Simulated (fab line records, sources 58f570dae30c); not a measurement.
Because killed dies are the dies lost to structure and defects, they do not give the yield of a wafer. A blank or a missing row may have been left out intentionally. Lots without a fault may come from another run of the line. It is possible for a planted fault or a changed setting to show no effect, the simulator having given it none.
Chamber matching -- flow berkeley cmos170 -- 4 sister chambers for UCB170_V2_CMP_02 on cmp-01
The step polishes SiO2. 8 wafers are shown with their chamber, then 7 later ones without.

WAFERS WITH THEIR CHAMBER
wafer,chamber,motor current A (A),platen rpm (rpm)
L273.3,0,15.9,59.93
L278.2,3,17.4,59.95
L276.2,0,15.4,59.95
L282.1,2,14.2,59.96
L282.5,2,14.6,60.11
L282.6,1,13.2,60.01
L290.2,1,13.4,59.99
L290.4,3,17.0,60.00

WAFERS WHOSE CHAMBER IS MISSING
wafer,motor current A (A),platen rpm (rpm)
L290.5,13.7,60.01
L291.2,12.9,60.04
L291.4,15.3,59.99
L291.6,18.5,60.03
L296.1,14.6,60.01
L296.2,18.4,60.02
L296.5,14.0,60.04

CHAMBER TAKEN BY EACH
wafer,from the rows above,in truth
L290.5,can't be placed: 1 or 2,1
L291.2,1,1
L291.4,can't be placed: 0 or 2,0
L291.6,3,3
L296.1,2,2
L296.2,3,3
L296.5,can't be placed: 2 or 1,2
Placed correctly: 4 of 7. From these rows, 3 cannot be placed; in 3 the true chamber is one of the candidates. 0 placed wrongly.
How it was worked out, from the rows above alone: a wafer's distance from a chamber is the root of the sum, over the readings, of the square of ((its reading less the chamber's mean) divided by the reading's scatter). The wafer belongs to the nearest chamber; if the next one is less than 2 further off, it can't be placed. Each chamber's mean is taken over the wafers shown for it. The scatter is the square root of a quotient: the sum, over the shown wafers, of each reading's squared deviation from its chamber's mean, divided by wafers minus chambers.
